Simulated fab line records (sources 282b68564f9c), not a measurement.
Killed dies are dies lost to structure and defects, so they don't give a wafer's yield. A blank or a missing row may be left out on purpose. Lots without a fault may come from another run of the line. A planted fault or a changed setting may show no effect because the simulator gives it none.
fab line records / flow rit-cmos
record: lots: 14 wafers: 42 last-day: 7
route steps=202 shown ACTIVE@8 M1@202
lots that met no fault: taken from a fault-free run of the same line
start-h: hours from the record's opening day to when the first of the lot's shown wafers began / wait-h: hours from the lot's prior step to this one / " as in the row above / L1.1+2: several wafers, shown together as one row / - no value present, or no start provided / * or withheld: withheld / < > ~ a bound
route shown NAME@n: a module of which the file shows steps, and the number in the route of the first / usual: mean and standard deviation over wafers with no fault / same: alike in all rows / chamber/n: place in a boat / sites: readings site by site / _std_site: the standard deviation of these / _edge_site: the outer-site mean with the inner-site mean subtracted / radius-mm: for every site, how far away it sits from the centre of the wafer / mask NAME#n: copy n / behind: tool/chamber where the wafer was last shaped / hold: the reason the lot was held/the length of the hold in hours/how it ended / device: the n, p or np transistor that did not switch / end of line: the route-end tests of the same wafers / a step given without rows: its recipe and nothing more / killed: dies that structure and defects cost at the first sort, which is not the same as the wafer's yield / map: a wafer's dies, x killed, . not, _ none there
set.NAME: the setting as run; set.NAME@STEP: as run at that earlier step / model.NAME: the simulator's own value behind a step, which no gauge read
steps of the route over a sample of lots; a table a step, a row a wafer
== steps ==
step: RIT_ACTIVE_SOFTBAKE_07
recipe: resist: NOVOLAK temp-c: 90 time-s: 60
usual: heater-power-total-W: 34.57/0.047 run-length-s: 89.30/0.13
lot.wafer=L156.2 tool=litho-track-03 chamber=0 start-h=13.91 wait-h=0.1 heater-power-total-W=34.52 run-length-s=89.25
lot.wafer=L156.5 tool=litho-track-03 chamber=0 start-h=13.91 wait-h=0.1 heater-power-total-W=34.61 run-length-s=89.21
lot.wafer=L156.6 tool=litho-track-03 chamber=0 start-h=13.91 wait-h=0.1 heater-power-total-W=34.53 run-length-s=89.11
lot.wafer=L157.3 tool=litho-track-03 chamber=0 start-h=20.43 wait-h=0.1 heater-power-total-W=34.64 run-length-s=89.21
lot.wafer=L157.4 tool=litho-track-03 chamber=0 start-h=20.43 wait-h=0.1 heater-power-total-W=34.50 run-length-s=89.31
lot.wafer=L157.6 tool=litho-track-03 chamber=0 start-h=20.43 wait-h=0.1 heater-power-total-W=34.60 run-length-s=89.39
lot.wafer=L158.1 tool=litho-track-04 chamber=0 start-h=24.52 wait-h=0.1 heater-power-total-W=34.56 run-length-s=89.44
lot.wafer=L158.3 tool=litho-track-04 chamber=0 start-h=24.52 wait-h=0.1 heater-power-total-W=34.59 run-length-s=89.46
lot.wafer=L158.6 tool=litho-track-04 chamber=0 start-h=24.52 wait-h=0.1 heater-power-total-W=34.44 run-length-s=89.21
lot.wafer=L159.3 tool=litho-track-01 chamber=0 start-h=29.37 wait-h=0.1 heater-power-total-W=34.57 run-length-s=89.31
lot.wafer=L159.4 tool=litho-track-01 chamber=0 start-h=29.37 wait-h=0.1 heater-power-total-W=34.59 run-length-s=89.42
lot.wafer=L159.5 tool=litho-track-01 chamber=0 start-h=29.37 wait-h=0.1 heater-power-total-W=34.59 run-length-s=89.41
lot.wafer=L161.1 tool=litho-track-01 chamber=0 start-h=38.90 wait-h=0.1 heater-power-total-W=34.54 run-length-s=89.33
lot.wafer=L161.2 tool=litho-track-01 chamber=0 start-h=38.90 wait-h=0.1 heater-power-total-W=34.51 run-length-s=89.32
lot.wafer=L161.3 tool=litho-track-01 chamber=0 start-h=38.90 wait-h=0.1 heater-power-total-W=34.57 run-length-s=89.24
lot.wafer=L162.2 tool=litho-track-03 chamber=0 start-h=45.26 wait-h=0.1 heater-power-total-W=34.50 run-length-s=89.14
lot.wafer=L162.4 tool=litho-track-03 chamber=0 start-h=45.26 wait-h=0.1 heater-power-total-W=34.68 run-length-s=89.30
lot.wafer=L162.5 tool=litho-track-03 chamber=0 start-h=45.26 wait-h=0.1 heater-power-total-W=34.56 run-length-s=89.12
lot.wafer=L163.3 tool=litho-track-04 chamber=0 start-h=48.94 wait-h=0.1 heater-power-total-W=34.47 run-length-s=89.38
lot.wafer=L163.5 tool=litho-track-04 chamber=0 start-h=48.94 wait-h=0.1 heater-power-total-W=34.60 run-length-s=89.21
lot.wafer=L163.6 tool=litho-track-04 chamber=0 start-h=48.94 wait-h=0.1 heater-power-total-W=34.55 run-length-s=89.41
lot.wafer=L165.1 tool=litho-track-03 chamber=0 start-h=59.62 wait-h=0.1 heater-power-total-W=34.61 run-length-s=89.36
lot.wafer=L165.5 tool=litho-track-03 chamber=0 start-h=59.62 wait-h=0.1 heater-power-total-W=34.56 run-length-s=89.10
lot.wafer=L165.6 tool=litho-track-03 chamber=0 start-h=59.62 wait-h=0.1 heater-power-total-W=34.62 run-length-s=89.17
lot.wafer=L166.3 tool=litho-track-03 chamber=0 start-h=64.72 wait-h=0.1 heater-power-total-W=35.77 run-length-s=82.93
lot.wafer=L166.5 tool=litho-track-03 chamber=0 start-h=64.72 wait-h=0.1 heater-power-total-W=35.69 run-length-s=82.85
lot.wafer=L166.6 tool=litho-track-03 chamber=0 start-h=64.72 wait-h=0.1 heater-power-total-W=35.82 run-length-s=83.19
lot.wafer=L167.3 tool=litho-track-01 chamber=0 start-h=69.09 wait-h=0.1 heater-power-total-W=34.59 run-length-s=89.30
lot.wafer=L167.4 tool=litho-track-01 chamber=0 start-h=69.09 wait-h=0.1 heater-power-total-W=34.49 run-length-s=89.35
lot.wafer=L167.5 tool=litho-track-01 chamber=0 start-h=69.09 wait-h=0.1 heater-power-total-W=34.58 run-length-s=89.26
lot.wafer=L168.2 tool=litho-track-01 chamber=0 start-h=74.89 wait-h=0.1 heater-power-total-W=34.62 run-length-s=89.45
lot.wafer=L168.5 tool=litho-track-01 chamber=0 start-h=74.89 wait-h=0.1 heater-power-total-W=34.57 run-length-s=89.45
lot.wafer=L168.6 tool=litho-track-01 chamber=0 start-h=74.89 wait-h=0.1 heater-power-total-W=34.60 run-length-s=89.33
lot.wafer=L169.1 tool=litho-track-03 chamber=0 start-h=81.09 wait-h=0.1 heater-power-total-W=35.68 run-length-s=82.76
lot.wafer=L169.3 tool=litho-track-03 chamber=0 start-h=81.09 wait-h=0.1 heater-power-total-W=35.75 run-length-s=82.85
lot.wafer=L169.6 tool=litho-track-03 chamber=0 start-h=81.09 wait-h=0.1 heater-power-total-W=35.75 run-length-s=82.71
lot.wafer=L174.2 tool=litho-track-01 chamber=0 start-h=103.96 wait-h=0.1 heater-power-total-W=34.54 run-length-s=89.30
lot.wafer=L174.3 tool=litho-track-01 chamber=0 start-h=103.96 wait-h=0.1 heater-power-total-W=34.59 run-length-s=89.27
lot.wafer=L174.6 tool=litho-track-01 chamber=0 start-h=103.96 wait-h=0.1 heater-power-total-W=34.56 run-length-s=89.37
lot.wafer=L179.4 tool=litho-track-04 chamber=0 start-h=129.82 wait-h=0.1 heater-power-total-W=34.59 run-length-s=89.31
lot.wafer=L179.5 tool=litho-track-04 chamber=0 start-h=129.82 wait-h=0.1 heater-power-total-W=34.61 run-length-s=89.31
lot.wafer=L179.6 tool=litho-track-04 chamber=0 start-h=129.82 wait-h=0.1 heater-power-total-W=34.58 run-length-s=89.19
step: RIT_M1_PROBE_99
usual: killed-at-contacts: 0.0/0.2 killed-at-front-end: 7.2/2.5 killed-dies: 7.3/2.5 killed-open: 3.8/1.9 killed-short: 3.5/1.8
same: gross-dies: 264 killed_at_M0_to_M3: 0 killed_at_M4_up: 0 killed-at-back-side: 0 killed-at-other: 0
lot.wafer=L156.2 tool=prober-02 chamber=- start-h=59.43 wait-h=0.1 killed-at-contacts=0 killed-at-front-end=5 killed-dies=5 killed-open=3 killed-short=2
lot.wafer=L156.5 tool=prober-02 chamber=- start-h=59.58 wait-h=0.2 killed-at-contacts=0 killed-at-front-end=6 killed-dies=6 killed-open=3 killed-short=3
lot.wafer=L156.6 tool=prober-02 chamber=- start-h=59.63 wait-h=0.2 killed-at-contacts=0 killed-at-front-end=11 killed-dies=11 killed-open=7 killed-short=4
lot.wafer=L157.3 tool=prober-01 chamber=- start-h=66.55 wait-h=0.2 killed-at-contacts=0 killed-at-front-end=5 killed-dies=5 killed-open=5 killed-short=0
lot.wafer=L157.4 tool=prober-01 chamber=- start-h=66.60 wait-h=0.2 killed-at-contacts=0 killed-at-front-end=11 killed-dies=11 killed-open=4 killed-short=7
lot.wafer=L157.6 tool=prober-01 chamber=- start-h=66.70 wait-h=0.2 killed-at-contacts=0 killed-at-front-end=8 killed-dies=8 killed-open=4 killed-short=4
lot.wafer=L158.1 tool=prober-02 chamber=- start-h=71.95 wait-h=0.1 killed-at-contacts=0 killed-at-front-end=11 killed-dies=11 killed-open=6 killed-short=5
lot.wafer=L158.3 tool=prober-02 chamber=- start-h=72.05 wait-h=0.2 killed-at-contacts=0 killed-at-front-end=10 killed-dies=10 killed-open=7 killed-short=3
lot.wafer=L158.6 tool=prober-02 chamber=- start-h=72.20 wait-h=0.2 killed-at-contacts=0 killed-at-front-end=7 killed-dies=7 killed-open=4 killed-short=3
lot.wafer=L159.3 tool=prober-01 chamber=- start-h=74.05 wait-h=0.2 killed-at-contacts=1 killed-at-front-end=8 killed-dies=9 killed-open=5 killed-short=4
lot.wafer=L159.4 tool=prober-01 chamber=- start-h=74.10 wait-h=0.2 killed-at-contacts=0 killed-at-front-end=11 killed-dies=11 killed-open=7 killed-short=4
lot.wafer=L159.5 tool=prober-01 chamber=- start-h=74.15 wait-h=0.2 killed-at-contacts=0 killed-at-front-end=9 killed-dies=9 killed-open=7 killed-short=2
lot.wafer=L161.1 tool=prober-02 chamber=- start-h=84.66 wait-h=0.1 killed-at-contacts=0 killed-at-front-end=12 killed-dies=12 killed-open=7 killed-short=5
lot.wafer=L161.2 tool=prober-02 chamber=- start-h=84.71 wait-h=0.1 killed-at-contacts=0 killed-at-front-end=9 killed-dies=9 killed-open=4 killed-short=5
lot.wafer=L161.3 tool=prober-02 chamber=- start-h=84.76 wait-h=0.2 killed-at-contacts=0 killed-at-front-end=8 killed-dies=8 killed-open=4 killed-short=4
lot.wafer=L162.2 tool=prober-01 chamber=- start-h=93.59 wait-h=0.1 killed-at-contacts=0 killed-at-front-end=4 killed-dies=4 killed-open=2 killed-short=2
lot.wafer=L162.4 tool=prober-01 chamber=- start-h=93.69 wait-h=0.2 killed-at-contacts=0 killed-at-front-end=6 killed-dies=6 killed-open=2 killed-short=4
lot.wafer=L162.5 tool=prober-01 chamber=- start-h=93.74 wait-h=0.2 killed-at-contacts=0 killed-at-front-end=4 killed-dies=4 killed-open=2 killed-short=2
lot.wafer=L163.3 tool=prober-02 chamber=- start-h=96.28 wait-h=0.2 killed-at-contacts=0 killed-at-front-end=11 killed-dies=11 killed-open=8 killed-short=3
lot.wafer=L163.5 tool=prober-02 chamber=- start-h=96.38 wait-h=0.2 killed-at-contacts=0 killed-at-front-end=8 killed-dies=8 killed-open=4 killed-short=3
lot.wafer=L163.6 tool=prober-02 chamber=- start-h=96.43 wait-h=0.2 killed-at-contacts=0 killed-at-front-end=4 killed-dies=4 killed-open=3 killed-short=0
lot.wafer=L165.1 tool=prober-02 chamber=- start-h=105.47 wait-h=0.1 killed-at-contacts=0 killed-at-front-end=7 killed-dies=7 killed-open=4 killed-short=3
lot.wafer=L165.5 tool=prober-02 chamber=- start-h=105.67 wait-h=0.2 killed-at-contacts=0 killed-at-front-end=3 killed-dies=3 killed-open=2 killed-short=1
lot.wafer=L165.6 tool=prober-02 chamber=- start-h=105.72 wait-h=0.2 killed-at-contacts=0 killed-at-front-end=5 killed-dies=5 killed-open=5 killed-short=0
lot.wafer=L166.3 tool=prober-01 chamber=- start-h=112.27 wait-h=0.2 killed-at-contacts=0 killed-at-front-end=5 killed-dies=5 killed-open=3 killed-short=2
lot.wafer=L166.5 tool=prober-01 chamber=- start-h=112.37 wait-h=0.2 killed-at-contacts=0 killed-at-front-end=4 killed-dies=4 killed-open=1 killed-short=3
lot.wafer=L166.6 tool=prober-01 chamber=- start-h=112.42 wait-h=0.2 killed-at-contacts=0 killed-at-front-end=9 killed-dies=9 killed-open=5 killed-short=4
lot.wafer=L167.3 tool=prober-01 chamber=- start-h=118.25 wait-h=0.2 killed-at-contacts=0 killed-at-front-end=6 killed-dies=6 killed-open=3 killed-short=3
lot.wafer=L167.4 tool=prober-01 chamber=- start-h=118.30 wait-h=0.2 killed-at-contacts=1 killed-at-front-end=12 killed-dies=13 killed-open=9 killed-short=4
lot.wafer=L167.5 tool=prober-01 chamber=- start-h=118.35 wait-h=0.2 killed-at-contacts=0 killed-at-front-end=10 killed-dies=10 killed-open=8 killed-short=2
lot.wafer=L168.2 tool=prober-02 chamber=- start-h=123.75 wait-h=0.1 killed-at-contacts=0 killed-at-front-end=8 killed-dies=8 killed-open=3 killed-short=5
lot.wafer=L168.5 tool=prober-02 chamber=- start-h=123.90 wait-h=0.2 killed-at-contacts=0 killed-at-front-end=8 killed-dies=8 killed-open=3 killed-short=5
lot.wafer=L168.6 tool=prober-02 chamber=- start-h=123.95 wait-h=0.2 killed-at-contacts=0 killed-at-front-end=10 killed-dies=10 killed-open=3 killed-short=7
lot.wafer=L169.1 tool=prober-01 chamber=- start-h=125.76 wait-h=0.1 killed-at-contacts=0 killed-at-front-end=2 killed-dies=2 killed-open=1 killed-short=1
lot.wafer=L169.3 tool=prober-01 chamber=- start-h=125.86 wait-h=0.2 killed-at-contacts=0 killed-at-front-end=3 killed-dies=3 killed-open=1 killed-short=2
lot.wafer=L169.6 tool=prober-01 chamber=- start-h=126.01 wait-h=0.2 killed-at-contacts=0 killed-at-front-end=5 killed-dies=5 killed-open=2 killed-short=3
lot.wafer=L174.2 tool=prober-02 chamber=- start-h=152.81 wait-h=0.1 killed-at-contacts=0 killed-at-front-end=9 killed-dies=9 killed-open=5 killed-short=4
lot.wafer=L174.3 tool=prober-02 chamber=- start-h=152.86 wait-h=0.2 killed-at-contacts=0 killed-at-front-end=11 killed-dies=11 killed-open=6 killed-short=5
lot.wafer=L174.6 tool=prober-02 chamber=- start-h=153.01 wait-h=0.2 killed-at-contacts=0 killed-at-front-end=9 killed-dies=9 killed-open=5 killed-short=4
lot.wafer=L179.4 tool=prober-01 chamber=- start-h=173.95 wait-h=0.2 killed-at-contacts=0 killed-at-front-end=9 killed-dies=9 killed-open=4 killed-short=5
lot.wafer=L179.5 tool=prober-01 chamber=- start-h=174.00 wait-h=0.2 killed-at-contacts=0 killed-at-front-end=4 killed-dies=4 killed-open=3 killed-short=1
lot.wafer=L179.6 tool=prober-01 chamber=- start-h=174.05 wait-h=0.2 killed-at-contacts=0 killed-at-front-end=4 killed-dies=4 killed-open=2 killed-short=2
killed by level:class
L156.2 REOX:geometric-particle:short=1 REOX:geometric-particle:open=1 SPACER:geometric-particle:open=1 SILICIDE:geometric-particle:short=1 SILICIDE:geometric-particle:open=1
L156.5 FOX1:geometric-particle:short=3 GATE:geometric-particle:open=2 REOX:geometric-particle:open=1
L156.6 GATE:geometric-particle:open=3 REOX:geometric-particle:short=3 SPACER:geometric-particle:open=2 FOX1:geometric-particle:open=1 FOX1:geometric-particle:short=1 REOX:geometric-particle:open=1
L157.3 GATE:geometric-particle:open=3 REOX:geometric-particle:open=1 SPACER:geometric-particle:open=1
L157.4 REOX:geometric-particle:open=2 REOX:geometric-particle:short=2 SILICIDE:geometric-particle:short=2 FOX1:geometric-particle:short=1 FOX2:geometric-particle:open=1 FOX2:geometric-particle:short=1 GATE:geometric-particle:short=1 SILICIDE:geometric-particle:open=1
L157.6 FOX2:geometric-particle:short=2 GATE:geometric-particle:open=2 FOX1:geometric-particle:short=1 REOX:geometric-particle:short=1 SPACER:geometric-particle:open=1 SILICIDE:geometric-particle:open=1
L158.1 GATE:geometric-particle:short=3 FOX2:geometric-particle:open=2 REOX:geometric-particle:short=2 FOX1:geometric-particle:open=1 GATE:geometric-particle:open=1 REOX:geometric-particle:open=1 SPACER:geometric-particle:open=1
L158.3 GATE:geometric-particle:short=3 FOX1:geometric-particle:open=2 FOX2:geometric-particle:open=2 GATE:geometric-particle:open=1 REOX:geometric-particle:open=1 SPACER:geometric-particle:open=1
L158.6 SILICIDE:geometric-particle:open=3 GATE:geometric-particle:short=2 GATE:geometric-particle:open=1 REOX:geometric-particle:short=1
L159.3 FOX2:geometric-particle:short=3 FOX2:geometric-particle:open=3 FOX1:geometric-particle:short=1 SILICIDE:geometric-particle:open=1 CONTACT:geometric-particle:open=1
L159.4 FOX2:geometric-particle:short=3 GATE:geometric-particle:open=2 REOX:geometric-particle:open=2 FOX1:geometric-particle:open=1 FOX2:geometric-particle:open=1 GATE:geometric-particle:short=1 SILICIDE:geometric-particle:open=1
L159.5 GATE:geometric-particle:open=2 SILICIDE:geometric-particle:open=2 FOX2:geometric-particle:short=1 FOX2:geometric-particle:open=1 REOX:geometric-particle:short=1 REOX:geometric-particle:open=1 SPACER:geometric-particle:open=1
L161.1 GATE:geometric-particle:open=3 SILICIDE:geometric-particle:open=3 GATE:geometric-particle:short=2 FOX1:geometric-particle:open=1 FOX2:geometric-particle:short=1 REOX:geometric-particle:short=1 SILICIDE:geometric-particle:short=1
L161.2 FOX2:geometric-particle:open=2 REOX:geometric-particle:open=2 REOX:geometric-particle:short=2 GATE:geometric-particle:short=1 SPACER:geometric-particle:short=1 SILICIDE:geometric-particle:short=1
L161.3 REOX:geometric-particle:open=3 REOX:geometric-particle:short=2 FOX1:geometric-particle:open=1 FOX2:geometric-particle:short=1 GATE:geometric-particle:short=1
L162.2 FOX1:geometric-particle:open=1 FOX1:geometric-particle:short=1 GATE:geometric-particle:open=1 SILICIDE:geometric-particle:short=1
L162.4 FOX1:geometric-particle:open=1 GATE:geometric-particle:short=1 REOX:geometric-particle:short=1 REOX:geometric-particle:open=1 SPACER:geometric-particle:short=1 SILICIDE:geometric-particle:short=1
L162.5 GATE:geometric-particle:short=1 SPACER:geometric-particle:open=1 SILICIDE:geometric-particle:open=1 SILICIDE:geometric-particle:short=1
L163.3 GATE:geometric-particle:open=5 FOX1:geometric-particle:open=2 FOX1:geometric-particle:short=1 GATE:geometric-particle:short=1 SILICIDE:geometric-particle:short=1 SILICIDE:geometric-particle:open=1
L163.5 GATE:geometric-particle:open=2 SILICIDE:geometric-particle:short=2 FOX1:geometric-particle:short=1 FOX1:geometric-particle:open=1 SILICIDE:geometric-particle:open=1 GATE:coat-microbubble-printed=1
L163.6 GATE:geometric-particle:open=2 FOX1:geometric-particle:open=1 GATE:coat-microbubble-printed=1
L165.1 SILICIDE:geometric-particle:open=2 FOX1:geometric-particle:short=1 GATE:geometric-particle:open=1 GATE:geometric-particle:short=1 REOX:geometric-particle:open=1 SILICIDE:geometric-particle:short=1
L165.5 FOX1:geometric-particle:open=1 REOX:geometric-particle:open=1 REOX:geometric-particle:short=1
L165.6 SPACER:geometric-particle:open=2 FOX1:geometric-particle:open=1 GATE:geometric-particle:open=1 SILICIDE:geometric-particle:open=1
L166.3 GATE:geometric-particle:short=2 SPACER:geometric-particle:open=2 GATE:geometric-particle:open=1
L166.5 FOX1:geometric-particle:short=1 FOX1:geometric-particle:open=1 FOX2:geometric-particle:short=1 GATE:geometric-particle:short=1
L166.6 SILICIDE:geometric-particle:open=5 GATE:geometric-particle:short=3 SILICIDE:geometric-particle:short=1
L167.3 GATE:geometric-particle:open=2 FOX1:geometric-particle:short=1 GATE:geometric-particle:short=1 REOX:geometric-particle:open=1 SILICIDE:geometric-particle:short=1
L167.4 FOX1:geometric-particle:open=3 GATE:geometric-particle:open=3 REOX:geometric-particle:short=2 SILICIDE:geometric-particle:open=2 FOX1:geometric-particle:short=1 GATE:geometric-particle:short=1 CONTACT:geometric-particle:open=1
L167.5 GATE:geometric-particle:open=4 REOX:geometric-particle:open=2 FOX1:geometric-particle:open=1 FOX2:geometric-particle:open=1 GATE:geometric-particle:short=1 SPACER:geometric-particle:short=1
L168.2 GATE:geometric-particle:short=2 REOX:geometric-particle:short=2 FOX1:geometric-particle:open=1 FOX1:geometric-particle:short=1 SPACER:geometric-particle:open=1 SILICIDE:geometric-particle:open=1
L168.5 GATE:geometric-particle:short=3 FOX2:geometric-particle:short=2 GATE:geometric-particle:open=2 SILICIDE:geometric-particle:open=1
L168.6 FOX2:geometric-particle:short=3 GATE:geometric-particle:open=2 FOX1:geometric-particle:open=1 GATE:geometric-particle:short=1 REOX:geometric-particle:short=1 SPACER:geometric-particle:short=1 SILICIDE:geometric-particle:short=1
L169.1 GATE:geometric-particle:open=1 SPACER:geometric-particle:short=1
L169.3 FOX1:geometric-particle:short=1 SILICIDE:geometric-particle:open=1 SILICIDE:geometric-particle:short=1
L169.6 GATE:geometric-particle:open=2 FOX1:geometric-particle:short=1 FOX2:geometric-particle:short=1 SPACER:geometric-particle:short=1
L174.2 GATE:geometric-particle:short=4 GATE:geometric-particle:open=3 FOX1:geometric-particle:open=1 REOX:geometric-particle:open=1
L174.3 FOX1:geometric-particle:open=2 FOX2:geometric-particle:open=2 GATE:geometric-particle:open=2 SILICIDE:geometric-particle:short=2 FOX1:geometric-particle:short=1 FOX2:geometric-particle:short=1 SPACER:geometric-particle:short=1
L174.6 GATE:geometric-particle:open=4 FOX1:geometric-particle:short=3 GATE:geometric-particle:short=1 REOX:geometric-particle:open=1
L179.4 FOX1:geometric-particle:short=3 FOX2:geometric-particle:open=2 FOX2:geometric-particle:short=1 GATE:geometric-particle:open=1 REOX:geometric-particle:short=1 SILICIDE:geometric-particle:open=1
L179.5 REOX:geometric-particle:open=2 FOX2:geometric-particle:open=1 GATE:geometric-particle:short=1
L179.6 FOX1:geometric-particle:open=1 FOX2:geometric-particle:short=1 GATE:geometric-particle:short=1 SPACER:geometric-particle:open=1
== key ==
first-sign: step: RIT_ACTIVE_SOFTBAKE_07 reading: run-length-s direction: down sigmas: 50 usual: * struck: *
effect: step: RIT_ACTIVE_SOFTBAKE_07 reading: heater-power-total-W direction: up sigmas: 25 usual: 34.57 struck: 35.74
met-at RIT_ACTIVE_SOFTBAKE_07
struck-lots L166,L169
tester-left-out L166,L169
onset-between 59.62 64.72
fault: kind: process-parameter-drift tool: litho-track-03 chamber: - onset-h: 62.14 steps: RIT_ACTIVE_SOFTBAKE_07 channel: time-s offset: * shape: step end-h: 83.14 acts-in: * stated: *
tester-left-out: of these lots the tester's yield and bins aren't shown, on N5 and GAA mostly nor the transistor test; their killed dies are dies lost to structure and defects alone, not to doping, threshold or leakage, so they don't give the yield
